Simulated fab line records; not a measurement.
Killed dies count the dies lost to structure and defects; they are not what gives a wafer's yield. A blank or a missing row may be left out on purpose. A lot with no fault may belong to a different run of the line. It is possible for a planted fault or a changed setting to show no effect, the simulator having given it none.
Which tool is to blame? | flow berkeleyCmos170 | Sampling: 14 lots, 42 wafers, 4 of 331 route steps

== WHAT EACH GAUGE READ, for each wafer ==
UCB170_SILICIDE_THK_MEAS_03: measures by xrf.
lot  | measured     | on           | SILICIDE_TI_THK (nm)
L874 | day 8 01:17  | filmMetro-04 | 29.3 29.4 29.9
L875 | day 8 01:42  | filmMetro-04 | 29.9 29.1 29.3
L882 | day 9 20:11  | filmMetro-04 | 29.2 29.1 29.2
L881 | day 9 20:51  | filmMetro-04 | 29.6 28.5 29.6
L883 | day 9 20:55  | filmMetro-02 | 29.0 29.0 29.1
L885 | day 9 21:03  | filmMetro-04 | 29.0 29.2 29.2
L880 | day 9 21:19  | filmMetro-02 | 29.6 29.2 28.9
L884 | day 9 21:34  | filmMetro-03 | 29.7 29.9 29.7
L887 | day 11 00:31 | filmMetro-03 | 29.5 29.0 29.4
L893 | day 12 21:35 | filmMetro-04 | 30.4 29.9 30.4
L892 | day 12 21:51 | filmMetro-04 | 29.7 29.1 30.0
L894 | day 13 02:59 | filmMetro-03 | 30.4 30.3 29.9
L896 | day 13 14:37 | filmMetro-02 | 30.1 30.0 30.3
L895 | day 13 14:50 | filmMetro-03 | 29.7 29.4 29.3

UCB170_M3_THK_MEAS_03: measures by xrf.
lot  | measured     | on           | M3_AL_THK (nm)
L874 | day 8 18:06  | filmMetro-03 | 877 904 893
L875 | day 9 01:17  | filmMetro-02 | 896 889 887
L882 | day 10 22:49 | filmMetro-03 | 917 914 903
L881 | day 10 21:11 | filmMetro-02 | 872 875 873
L883 | day 10 20:45 | filmMetro-02 | 895 906 902
L885 | day 11 00:10 | filmMetro-03 | 890 884 888
L880 | day 10 23:22 | filmMetro-03 | 901 899 897
L884 | day 11 00:16 | filmMetro-02 | 889
L887 | day 11 18:58 | filmMetro-03 | 885
L893 | day 13 18:12 | filmMetro-02 | 896 906 890
L892 | day 13 21:23 | filmMetro-02 | 891 896 901
L894 | day 13 22:38 | filmMetro-01 | 891 878 905
L896 | day 14 08:09 | filmMetro-03 | 900 891 901
L895 | day 14 10:29 | filmMetro-01 | 890 912 908

== WHICH TOOL RAN EACH LOT (tool, then ch and the chambers of the sampled wafers, then the start) ==
lot  | UCB170_CONTACT_STRIP_06             | UCB170_CONTACT_ETCH_18
L874 | plasmaAsher-04 ch 0,1, day 8 03:54  | rieDiel-04 ch 1,2,3, day 8 05:00
L875 | plasmaAsher-01 ch 0,1, day 8 05:56  | rieDiel-03 ch 1,3, day 8 07:00
L882 | plasmaAsher-01 ch 0,1, day 10 00:16 | rieDiel-04 ch 2,3, day 10 02:00
L881 | plasmaAsher-02 ch 0,1, day 10 00:21 | rieDiel-02 ch 0,1, day 10 02:00
L883 | plasmaAsher-04 ch 0,1, day 10 00:16 | rieDiel-03 ch 0,2, day 10 01:00
L885 | plasmaAsher-01 ch 0,1, day 10 00:45 | rieDiel-03 ch 0,2,3, day 10 07:00
L880 | plasmaAsher-04 ch 1, day 10 01:16   | rieDiel-02 ch 0,1, day 10 07:00
L884 | plasmaAsher-01 ch 0,1, day 10 01:32 | rieDiel-04 ch 1,3, day 10 08:00
L887 | plasmaAsher-04 ch 0, day 11 03:58   | rieDiel-04 ch 2,3, day 11 05:00
L893 | plasmaAsher-02 ch 0,1, day 13 00:12 | rieDiel-03 ch 0,2,3, day 13 01:00
L892 | plasmaAsher-02 ch 0,1, day 13 01:28 | rieDiel-02 ch 0,2,3, day 13 03:00
L894 | plasmaAsher-04 ch 1, day 13 05:36   | rieDiel-02 ch 1,2, day 13 07:00
L896 | plasmaAsher-01 ch 0, day 13 17:22   | rieDiel-03 ch 0,1,3, day 13 20:00
L895 | plasmaAsher-02 ch 0,1, day 13 17:44 | rieDiel-04 ch 0,1,2, day 13 20:00
- UCB170_CONTACT_STRIP_06: strips in O2.
- UCB170_CONTACT_ETCH_18: etches PSG in CHF3/CF4/Ar, stops on TiSi2, target depth 840 nm, time 195 s.

== AS READ BY THE TOOLS THEMSELVES (means over the sampled wafers that have a number; for cases with no such wafer, the mark the record gives instead) ==
UCB170_CONTACT_STRIP_06.
lot  | tool           | chamberPressureMTorr (mTorr) | drypumpMotorCurrentA (A) | oesProductAu (a.u.) | stripTimeToEndpointS (s)
L874 | plasmaAsher-04 | 3501                         | 5.4                      | 0.732               | 22.00
L875 | plasmaAsher-01 | 3501                         | 6.2                      | 0.735               | 21.91
L882 | plasmaAsher-01 | 3503                         | 6.2                      | 0.737               | 21.94
L881 | plasmaAsher-02 | 3501                         | 6.0                      | 0.736               | 21.86
L883 | plasmaAsher-04 | 3501                         | 5.4                      | 0.735               | 22.01
L885 | plasmaAsher-01 | 3500                         | 6.2                      | 0.734               | 21.99
L880 | plasmaAsher-04 | 3498                         | 5.3                      | 0.738               | 21.99
L884 | plasmaAsher-01 | 3503                         | 6.3                      | 0.736               | 21.89
L887 | plasmaAsher-04 | 3502                         | 5.7                      | 0.733               | 21.96
L893 | plasmaAsher-02 | 3501                         | 6.1                      | 0.734               | 22.09
L892 | plasmaAsher-02 | 3503                         | 6.1                      | 0.734               | 21.94
L894 | plasmaAsher-04 | 3498                         | 5.3                      | 0.736               | 22.01
L896 | plasmaAsher-01 | 3498                         | 6.1                      | 0.734               | 22.01
L895 | plasmaAsher-02 | 3503                         | 6.2                      | 0.732               | 21.93

UCB170_CONTACT_ETCH_18.
lot  | tool       | chamberPressureMTorr (mTorr) | drypumpMotorCurrentA (A) | oesProductAu (a.u.) | rfFwdPowerW (W) | throttleValvePct (%)
L874 | rieDiel-04 | 200.25                       | 5.9                      | 0.900               | 693.8           | 6.96
L875 | rieDiel-03 | 199.89                       | 5.7                      | 0.884               | 699.1           | 6.93
L882 | rieDiel-04 | 199.97                       | 5.5                      | 0.899               | 697.8           | 6.91
L881 | rieDiel-02 | 199.89                       | 5.3                      | 0.883               | 697.4           | 6.83
L883 | rieDiel-03 | 200.01                       | 5.8                      | 0.903               | 699.0           | 7.04
L885 | rieDiel-03 | 200.01                       | 6.1                      | 0.890               | 697.4           | 6.96
L880 | rieDiel-02 | 199.97                       | 5.4                      | 0.886               | 697.0           | 6.83
L884 | rieDiel-04 | 200.13                       | 6.0                      | 0.897               | 508.9           | 6.89
L887 | rieDiel-04 | 200.05                       | 5.6                      | 0.877               | 510.1           | 6.84
L893 | rieDiel-03 | 200.06                       | 6.2                      | 0.899               | 696.7           | 6.95
L892 | rieDiel-02 | 199.87                       | 5.6                      | 0.888               | 697.3           | 6.85
L894 | rieDiel-02 | 199.95                       | 5.3                      | 0.907               | 697.3           | 6.98
L896 | rieDiel-03 | 199.92                       | 6.0                      | 0.889               | 696.0           | 6.94
L895 | rieDiel-04 | 200.05                       | 6.0                      | 0.900               | 697.2           | 6.99

== THE ANSWER, worked out from the rows above alone ==
Rule: the lots themselves supply what counts as usual. Put in order of their means at a reading, lots are off if they are a third of the lots or fewer, leave a main group of 4 or more, and stand apart from it by a gap of 3 or more times the standard deviation of the main group's means; of several such gaps the widest counts. A main group whose means are all the same, to the digits that the tables above print for the reading, isn't used. A lot without any number at a reading at which 4 lots or more have one is off too. All remaining lots with rows at the step are treated as sound. First the gauges in route order, then the tools' own readings, where a lot's mean is used as printed above. At the first step where some lot is off, the reading lying furthest off is the one used; lots without a number count as furthest.
Off: L884, L887 (UCB170_CONTACT_ETCH_18, rfFwdPowerW). The main group: mean 697.2 W, standard deviation 1.3.
A tool fits if, at that step or a process step before it, it ran every lot that is off, and no sound lot after the first of them. Not one of the candidates tried fits.

== WHAT HAD BEEN PUT IN BY THE SIMULATOR ==
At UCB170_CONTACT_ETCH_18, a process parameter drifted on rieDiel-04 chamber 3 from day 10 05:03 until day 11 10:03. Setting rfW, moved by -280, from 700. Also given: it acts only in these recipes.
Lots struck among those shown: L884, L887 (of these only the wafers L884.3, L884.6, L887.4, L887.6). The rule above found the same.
